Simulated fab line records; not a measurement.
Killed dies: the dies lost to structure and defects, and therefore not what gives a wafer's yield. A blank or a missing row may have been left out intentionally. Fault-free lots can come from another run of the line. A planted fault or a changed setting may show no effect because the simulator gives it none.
fab line records	flow berkeleyCmos170
record lots=15	wafers=45	lastDay=11
route steps=331 shown NWELL@29 PWELL@47 WELLDRIVE@57 ACTIVE@65
lots that met no fault: taken from a fault-free run of the same line
startH: hours from the record's first day to the start of the lot's first wafer shown	waitH: hours from the lot's prior step to this one	" identical to the entry in the row above	L1.1+2: a row that stands for several wafers	- value missing, or start not given	* or withheld: withheld	< > ~ a bound
route shown NAME@n: names a module that has steps shown in the file, with the first one's number in the route	usual: mean and standard deviation over wafers with no fault	same: alike in all rows	chamber/n: place in a boat	sites: each site's reading	_std_site: standard deviation of those values	_edge_site: outer sites' mean less inner sites'	radiusMm: how far each site lies from the wafer's centre	mask NAME#n: copy n	behind: tool/chamber where the wafer was last shaped	hold: why the lot was held/for how many hours/how that ended	device: which transistor (n, p or np) failed to switch	end of line: the same wafers' tests at the end of the route	step lacking rows: just its recipe	killed: not the wafer's yield, but the dies lost to structure and defects at the first sort	map: a wafer's dies, marking killed ones x, the rest . and places with no die _
set.NAME: the setting the step ran with; set.NAME@STEP: the setting that earlier step ran with	model.NAME: the simulator's own value behind a step, which no gauge read
steps of the route over a sample of lots; a table a step, a row a wafer
services: when a tool's chamber went out of use (startH, in hours from the record's first day, below 0 if earlier), for how many hours, and the reason
## steps
# step UCB170_NWELL_STRIP_15
# recipe chemistry=O2	powerW=400	pressureMtorr=3500	platenTempC=withheld	o2FlowSccm=400	overashFraction=0.5
# usual drypumpMotorCurrentA=5.7/0.55	oesProductAu=0.721/0.0048	stripTimeToEndpointS=18.04/0.091
lot.wafer	tool	chamber	startH	waitH	drypumpMotorCurrentA	oesProductAu	rfHoursCounterH	stripTimeToEndpointS
L980.3	plasmaAsher-04	1	28.58	0.1	6.3	0.716	-	18.14
L980.4	"	0	"	"	6.5	0.723	-	17.97
L980.6	"	0	"	"	6.4	0.711	-	18.02
L983.1	plasmaAsher-01	1	40.92	0.1	5.9	0.723	33	18.13
L983.4	"	0	"	"	4.8	0.722	-	18.22
L983.6	"	1	"	"	5.9	0.711	-	18.15
L985.2	plasmaAsher-02	0	54.51	0.1	5.5	0.724	34	18.03
L985.3	"	1	"	"	5.3	0.719	-	17.92
L985.4	"	0	"	"	5.5	0.730	-	18.01
L987.3	plasmaAsher-04	1	63.38	0.1	6.3	0.721	-	18.10
L987.4	"	0	"	"	6.5	0.716	-	17.89
L987.5	"	0	"	"	6.5	0.722	-	17.94
L988.3	plasmaAsher-02	0	66.87	0.1	5.5	0.716	-	18.02
L988.4	"	1	"	"	5.3	0.730	-	18.10
L988.5	"	1	"	"	5.3	0.710	-	17.98
L989.3	plasmaAsher-01	1	78.51	0.1	5.9	0.724	-	17.91
L989.5	"	1	"	"	5.9	0.724	-	18.00
L989.6	"	0	"	"	4.8	0.716	-	18.01
L991.1	plasmaAsher-01	1	88.86	0.1	5.9	0.721	39	18.09
L991.2	"	0	"	"	4.8	0.723	39	18.03
L991.6	"	1	"	"	5.9	0.722	-	18.11
L992.4	plasmaAsher-04	0	89.04	0.1	6.4	0.730	-	18.11
L992.5	"	1	"	"	6.3	0.716	-	18.00
L992.6	"	0	"	"	6.5	0.728	-	18.16
L993.3	plasmaAsher-02	1	93.65	0.1	5.3	0.721	-	18.07
L993.4	"	0	"	"	5.5	0.726	-	18.15
L993.6	"	1	"	"	5.3	0.724	-	18.15
L996.1	plasmaAsher-04	0	111.16	0.1	6.4	0.728	41	18.04
L996.3	"	0	"	"	6.5	0.725	-	18.01
L996.5	"	0	"	"	6.4	0.723	-	18.05
L100.2	plasmaAsher-01	1	129.31	0.1	5.9	0.719	1	18.02
L100.3	"	1	"	"	5.9	0.717	-	17.95
L100.5	"	0	"	"	4.8	0.712	-	17.89
L999.3	plasmaAsher-04	0	129.96	0.1	6.4	0.719	-	18.09
L999.4	"	1	"	"	6.3	0.716	-	17.97
L999.6	"	1	"	"	6.3	0.728	-	17.91
L101.1	plasmaAsher-02	0	135.29	0.1	5.5	0.720	44	17.88
L101.2	"	1	"	"	5.2	0.722	44	18.03
L101.4	"	1	"	"	5.2	0.720	-	17.96
L102.1	plasmaAsher-02	0	143.20	0.1	5.5	0.728	45	17.87
L102.3	"	0	"	"	5.6	0.716	-	18.08
L102.6	"	1	"	"	5.3	0.720	-	17.90
L103.2	plasmaAsher-01	0	143.35	0.1	4.8	0.718	3	18.10
L103.4	"	0	"	"	4.8	0.724	-	18.16
L103.6	"	1	"	"	5.9	0.723	-	18.04
# step UCB170_PWELL_OVL_MEAS_13
# usual PWELL_OVL=-1/6.2
lot.wafer	tool	chamber	startH	waitH	PWELL_OVL[nm]
L980.3	overlay-01	-	53.65	-	-3
L980.4	"	-	"	"	-8
L980.6	"	-	"	"	-2
L983.1	overlay-01	-	56.22	-	3
L983.4	"	-	"	"	-2
L983.6	"	-	"	"	5
L985.2	overlay-02	-	74.51	-	-2
L985.3	"	-	"	"	10
L985.4	"	-	"	"	4
L988.3	overlay-02	-	80.50	-	-12
L988.4	"	-	"	"	-8
L988.5	"	-	"	"	-13
L987.3	overlay-01	-	80.67	-	1
L987.4	"	-	"	"	0
L987.5	"	-	"	"	1
L989.3	overlay-01	-	93.13	-	3
L989.5	"	-	"	"	-5
L989.6	"	-	"	"	16
L992.4	overlay-02	-	102.96	-	10
L992.5	"	-	"	"	16
L992.6	"	-	"	"	2
L991.1	overlay-01	-	103.03	-	8
L991.2	"	-	"	"	-3
L991.6	"	-	"	"	4
L993.3	overlay-01	-	106.75	-	3
L993.4	"	-	"	"	0
L993.6	"	-	"	"	5
L996.1	overlay-02	-	131.06	-	-9
L996.3	"	-	"	"	-3
L996.5	"	-	"	"	-4
L100.2	overlay-02	-	143.25	-	-14
L100.3	"	-	"	"	-1
L100.5	"	-	"	"	0
L999.3	overlay-02	-	143.53	-	4
L999.4	"	-	"	"	-1
L999.6	"	-	"	"	-6
L101.1	overlay-01	-	153.63	-	1
L101.2	"	-	"	"	2
L101.4	"	-	"	"	7
L103.2	overlay-01	-	159.72	-	-1
L103.4	"	-	"	"	-8
L103.6	"	-	"	"	-2
L102.1	overlay-01	-	159.99	-	-10
L102.3	"	-	"	"	-9
L102.6	"	-	"	"	9
# step UCB170_WELLDRIVE_THK_MEAS_02
# recipe reads=SiO2_of_WELLDRIVE_OXIDATION_01
# usual WELLDRIVE_OXIDE_THK=198.0/2.7
lot.wafer	tool	chamber	startH	waitH	WELLDRIVE_OXIDE_THK[nm]
L980.3	filmMetro-04	-	64.21	0.0	199.7
L980.4	"	-	"	"	202.7
L980.6	"	-	"	"	202.2
L983.1	filmMetro-01	-	70.27	0.0	199.5
L983.4	"	-	"	"	200.9
L983.6	"	-	"	"	198.9
L985.2	filmMetro-04	-	84.50	0.0	198.3
L985.3	"	-	"	"	199.3
L985.4	"	-	"	"	194.8
L987.3	filmMetro-02	-	92.78	0.0	200.1
L987.4	"	-	"	"	199.7
L987.5	"	-	"	"	197.8
L988.3	filmMetro-04	-	92.78	0.0	198.2
L988.4	"	-	"	"	194.2
L988.5	"	-	"	"	198.2
L989.3	filmMetro-04	-	102.56	0.0	193.9
L989.5	"	-	"	"	193.1
L989.6	"	-	"	"	197.7
L991.1	filmMetro-04	-	112.89	0.0	198.7
L991.2	"	-	"	"	201.5
L991.6	"	-	"	"	201.4
L992.4	filmMetro-02	-	112.92	0.0	197.3
L992.5	"	-	"	"	195.2
L992.6	"	-	"	"	195.7
L993.3	filmMetro-01	-	118.44	0.0	198.3
L993.4	"	-	"	"	198.8
L993.6	"	-	"	"	200.8
L996.1	filmMetro-01	-	146.66	0.0	192.0
L996.3	"	-	"	"	196.0
L996.5	"	-	"	"	191.1
L100.2	filmMetro-04	-	153.32	0.1	200.3
L100.3	"	-	"	"	200.6
L100.5	"	-	"	"	198.3
L999.3	filmMetro-02	-	158.02	0.0	196.9
L999.4	"	-	"	"	197.1
L999.6	"	-	"	"	196.2
L101.1	filmMetro-04	-	165.58	0.0	198.7
L101.2	"	-	"	"	195.8
L101.4	"	-	"	"	195.9
L102.1	filmMetro-04	-	170.75	0.0	199.1
L102.3	"	-	"	"	200.8
L102.6	"	-	"	"	198.7
L103.2	filmMetro-02	-	170.76	0.0	196.8
L103.4	"	-	"	"	199.4
L103.6	"	-	"	"	198.9
# step UCB170_ACTIVE_CVD_05
# recipe material=Si3N4	targetThkNm=220	tempC=800	precursor=SiH2Cl2/NH3	timeS=3300	pressureMtorr=200	sih2cl2FlowSccm=25	nh3FlowSccm=75
# usual pressureMtorr=200.0/0.41	susceptorTempC=800.0/0.34
lot.wafer	tool	chamber	startH	waitH	pressureMtorr	susceptorTempC
L980.3	lpcvd-02	1	79.59	1.5	200.6	799.9
L980.4	"	1	"	"	199.9	800.0
L980.6	"	1	"	"	199.8	800.0
L983.1	lpcvd-01	1	81.77	0.0	200.3	800.2
L983.4	"	1	"	"	200.6	800.0
L983.6	"	1	"	"	200.1	800.2
L985.2	lpcvd-01	1	96.43	1.1	200.0	800.2
L985.3	"	1	"	"	199.6	799.5
L985.4	"	1	"	"	199.9	799.7
L987.3	lpcvd-02	1	104.23	0.4	200.3	800.5
L987.4	"	1	"	"	200.0	800.8
L987.5	"	1	"	"	199.5	800.7
L988.3	lpcvd-02	0	104.23	0.4	200.8	799.6
L988.4	"	0	"	"	200.9	799.6
L988.5	"	0	"	"	200.6	799.9
L989.3	lpcvd-02	0	113.18	0.0	199.4	800.4
L989.5	"	0	"	"	199.9	800.2
L989.6	"	0	"	"	199.8	800.1
L991.1	lpcvd-02	1	124.71	0.0	199.4	800.2
L991.2	"	1	"	"	200.0	800.5
L991.6	"	1	"	"	199.3	799.9
L991.1	lpcvd-01	1	127.75	1.1	199.8	799.9
L991.2	"	1	"	"	199.8	799.4
L991.6	"	1	"	"	200.6	799.7
L992.4	lpcvd-02	1	124.71	0.0	200.1	800.1
L992.5	"	1	"	"	200.5	800.9
L992.6	"	1	"	"	200.6	799.9
L992.4	lpcvd-01	1	127.75	1.1	199.9	799.5
L992.5	"	1	"	"	199.8	800.0
L992.6	"	1	"	"	200.5	800.3
L993.3	lpcvd-02	1	130.35	0.0	200.0	799.6
L993.4	"	1	"	"	199.4	799.9
L993.6	"	1	"	"	200.0	799.4
L993.3	lpcvd-02	1	132.43	0.2	200.3	800.2
L993.4	"	1	"	"	199.8	800.8
L993.6	"	1	"	"	199.8	800.7
L996.1	lpcvd-02	0	160.11	0.0	200.2	799.9
L996.3	"	0	"	"	200.9	799.7
L996.5	"	0	"	"	200.0	799.9
L100.2	lpcvd-02	0	168.19	0.5	200.1	799.7
L100.3	"	0	"	"	199.4	799.9
L100.5	"	0	"	"	199.9	800.3
L999.3	lpcvd-02	0	173.38	0.0	199.7	800.1
L999.4	"	0	"	"	200.0	800.1
L999.6	"	0	"	"	200.5	799.8
L101.1	lpcvd-02	0	184.47	0.0	200.6	800.1
L101.2	"	0	"	"	200.1	799.9
L101.4	"	0	"	"	199.4	800.1
L102.1	lpcvd-01	1	187.65	0.5	199.9	800.0
L102.3	"	1	"	"	199.8	800.1
L102.6	"	1	"	"	200.0	800.3
L103.2	lpcvd-01	0	187.65	0.5	200.0	799.4
L103.4	"	0	"	"	200.0	799.3
L103.6	"	0	"	"	200.6	799.8
# step UCB170_ACTIVE_THK_MEAS_06
# recipe reads=Si3N4_of_ACTIVE_CVD_05
# usual ACTIVE_NITRIDE_THK=219.0/1.9
lot.wafer	tool	chamber	startH	waitH	ACTIVE_NITRIDE_THK[nm]
L980.3	filmMetro-03	-	81.53	0.0	216.9
L980.4	"	-	"	"	220.1
L980.6	"	-	"	"	218.6
L983.1	filmMetro-01	-	83.69	0.0	220.3
L983.4	"	-	"	"	220.2
L983.6	"	-	"	"	220.6
L985.2	filmMetro-03	-	98.35	0.0	219.5
L985.3	"	-	"	"	219.2
L985.4	"	-	"	"	219.8
L987.3	filmMetro-02	-	106.17	0.0	218.9
L987.4	"	-	"	"	219.6
L987.5	"	-	"	"	219.9
L988.3	filmMetro-01	-	106.17	0.0	218.9
L988.4	"	-	"	"	218.1
L988.5	"	-	"	"	217.9
L989.3	filmMetro-01	-	115.12	0.0	224.1
L989.5	"	-	"	"	221.8
L989.6	"	-	"	"	223.5
L992.4	filmMetro-03	-	129.69	0.0	444.5
L992.5	"	-	"	"	443.8
L992.6	"	-	"	"	442.8
L991.1	filmMetro-01	-	129.71	0.0	435.8
L991.2	"	-	"	"	441.8
L991.6	"	-	"	"	441.7
L993.3	filmMetro-02	-	134.42	0.1	442.5
L993.4	"	-	"	"	439.5
L993.6	"	-	"	"	437.9
L996.1	filmMetro-03	-	162.09	0.1	218.2
L996.3	"	-	"	"	217.3
L996.5	"	-	"	"	217.7
L100.2	filmMetro-03	-	171.07	0.0	218.6
L100.3	"	-	"	"	218.3
L100.5	"	-	"	"	220.4
L999.3	filmMetro-03	-	176.27	0.0	221.2
L999.4	"	-	"	"	222.0
L999.6	"	-	"	"	221.4
L101.1	filmMetro-03	-	186.39	0.0	219.7
L101.2	"	-	"	"	218.6
L101.4	"	-	"	"	218.4
L102.1	filmMetro-03	-	189.57	0.0	217.4
L102.3	"	-	"	"	214.6
L102.6	"	-	"	"	216.9
L103.2	filmMetro-02	-	189.58	0.0	219.2
L103.4	"	-	"	"	220.4
L103.6	"	-	"	"	221.3
# step UCB170_ACTIVE_ETCH_15
# recipe chemistry=CH3F/Ar/O2	target=Si3N4	stopOn=SiO2	CH3F_flow_sccm=20	Ar_flow_sccm=50	O2_flow_sccm=7	pressureMtorr=50	rfW=450	targetDepthA=2420	overEtchFrac=0.1	timeS=151
# usual drypumpMotorCurrentA=5.8/0.33	oesProductAu=0.937/0.018	throttleValvePct=8.04/0.078
# same overEtchFrac=0.1
lot.wafer	tool	chamber	startH	waitH	drypumpMotorCurrentA	oesProductAu	rfHoursCounterH	throttleValvePct
L980.3	rieDiel-02	0	82.77	0.0	5.6	0.921	102	7.98
L980.4	"	2	"	"	6.2	0.966	75	8.02
L980.6	"	2	"	"	6.2	0.963	-	8.03
L983.1	rieDiel-03	0	85.54	0.0	5.7	0.910	12	8.06
L983.4	"	1	"	"	5.5	0.917	134	8.03
L983.6	"	1	"	"	5.5	0.913	-	8.04
L985.2	rieDiel-02	0	100.62	0.0	5.6	0.933	103	7.98
L985.3	"	1	"	"	6.3	0.944	74	8.03
L985.4	"	2	"	"	6.2	0.965	-	8.05
L988.3	rieDiel-04	1	107.20	0.0	5.9	0.929	124	7.94
L988.4	"	0	"	"	6.3	0.948	48	8.29
L988.5	"	0	"	"	6.3	0.949	-	8.27
L987.3	rieDiel-03	1	107.57	0.0	5.5	0.911	135	8.04
L987.4	"	0	"	"	5.7	0.906	13	8.05
L987.5	"	2	"	"	5.7	0.946	-	8.05
L989.3	rieDiel-04	2	116.31	0.0	5.8	0.977	33	8.15
L989.5	"	1	"	"	6.0	0.946	-	7.92
L989.6	"	2	"	"	5.8	0.970	-	8.15
L992.4	rieDiel-03	2	130.82	0.0	5.8	0.991	113	8.05
L992.5	"	0	"	"	5.7	0.978	-	8.05
L992.6	"	3	"	"	6.0	0.996	-	7.95
L991.1	rieDiel-02	0	130.92	0.0	5.6	1.025	104	7.98
L991.2	"	2	"	"	6.2	1.041	78	8.04
L991.6	"	1	"	"	6.4	1.002	-	8.05
L993.3	rieDiel-02	0	135.59	0.0	5.6	1.008	105	7.98
L993.4	"	1	"	"	6.3	0.983	75	8.05
L993.6	"	2	"	"	6.2	1.042	-	8.05
L996.1	rieDiel-04	2	163.91	0.0	5.9	0.956	36	8.14
L996.3	"	0	"	"	6.3	0.951	51	8.28
L996.5	"	1	"	"	5.9	0.923	-	7.95
L100.2	rieDiel-03	1	172.12	0.0	5.5	0.926	138	8.03
L100.3	"	0	"	"	5.7	0.905	16	8.03
L100.5	"	3	"	"	6.0	0.949	-	7.94
L999.3	rieDiel-03	1	177.31	0.0	5.5	0.917	138	8.04
L999.4	"	3	"	"	6.0	0.947	140	7.94
L999.6	"	3	"	"	6.0	0.951	-	7.95
L101.1	rieDiel-04	1	187.93	0.0	5.9	0.928	128	7.94
L101.2	"	3	"	"	5.4	0.938	140	8.12
L101.4	"	0	"	"	6.3	0.948	52	8.27
L102.1	rieDiel-03	2	190.80	0.0	5.7	0.937	116	8.05
L102.3	"	3	"	"	6.0	0.932	140	7.96
L102.6	"	1	"	"	5.5	0.917	-	8.04
L103.2	rieDiel-04	3	190.92	0.0	5.3	0.934	140	8.09
L103.4	"	0	"	"	6.4	0.952	52	8.26
L103.6	"	0	"	"	6.3	0.959	-	8.27
## services
tool	chamber	startH	hours	kind
rieDiel-04	2	7.40	5.0	repair
lpcvd-01	-	16.20	3.4	repair
plasmaAsher-04	-	25.61	2.8	pm
rieDiel-03	1	39.49	8.0	repair
plasmaAsher-01	-	46.22	0.6	repair
lpcvd-01	-	55.72	2.0	repair
rieDiel-04	-	89.16	4.3	pm
rieDiel-02	3	100.19	-	clean
rieDiel-02	3	100.19	15.7	scheduledDown
rieDiel-02	3	100.19	15.7	ventCycle
plasmaAsher-01	-	108.75	9.0	pm
plasmaAsher-01	0	108.75	9.0	ventCycle
plasmaAsher-01	1	108.75	9.0	ventCycle
rieDiel-03	3	114.44	2.7	repair
plasmaAsher-01	0	117.75	-	clean
plasmaAsher-01	1	117.75	-	clean
plasmaAsher-04	-	148.95	2.8	repair
plasmaAsher-02	-	160.96	13.1	repair
rieDiel-03	2	171.13	3.5	repair
rieDiel-03	3	179.34	10.1	repair
## key
firstSign step=UCB170_ACTIVE_CVD_05	reading=visit	direction=added
effect step=UCB170_ACTIVE_THK_MEAS_06	reading=ACTIVE_NITRIDE_THK	direction=up	sigmas=99+	usual=219.0	struck=441.1
effect step=UCB170_ACTIVE_ETCH_15	reading=oesProductAu	direction=up	sigmas=3.8	usual=0.937	struck=1.007
metAt UCB170_ACTIVE_CVD_05
struckLots L991,L992,L993
laterRowsLeftOut L991.1,L991.2,L991.6,L992.4,L992.5,L992.6,L993.3,L993.4,L993.6
sortLeftOut L991.1,L991.2,L991.6,L992.4,L992.5,L992.6,L993.3,L993.4,L993.6
testerLeftOut L991,L992,L993
notActingAt UCB170_NWELL_STRIP_15,UCB170_PWELL_OVL_MEAS_13,UCB170_WELLDRIVE_THK_MEAS_02
fault kind=repeatedStepWhole	tool=lpcvd-01,lpcvd-02	chamber=-	onsetH=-	steps=UCB170_ACTIVE_CVD_05	times=1	scope=struckLotsOnly
# testerLeftOut: of these lots the tester's yield and bins aren't shown, on N5 and GAA mostly nor the transistor test; their killed dies are dies lost to structure and defects alone, not to doping, threshold or leakage, so they don't give the yield
# sortLeftOut: the simulated sort isn't trusted on such a fault, so these wafers' sort isn't shown, and their yield isn't known
# laterRowsLeftOut: the simulator's readings of these wafers behind a module that went badly wrong aren't trusted and aren't shown, but for the sort
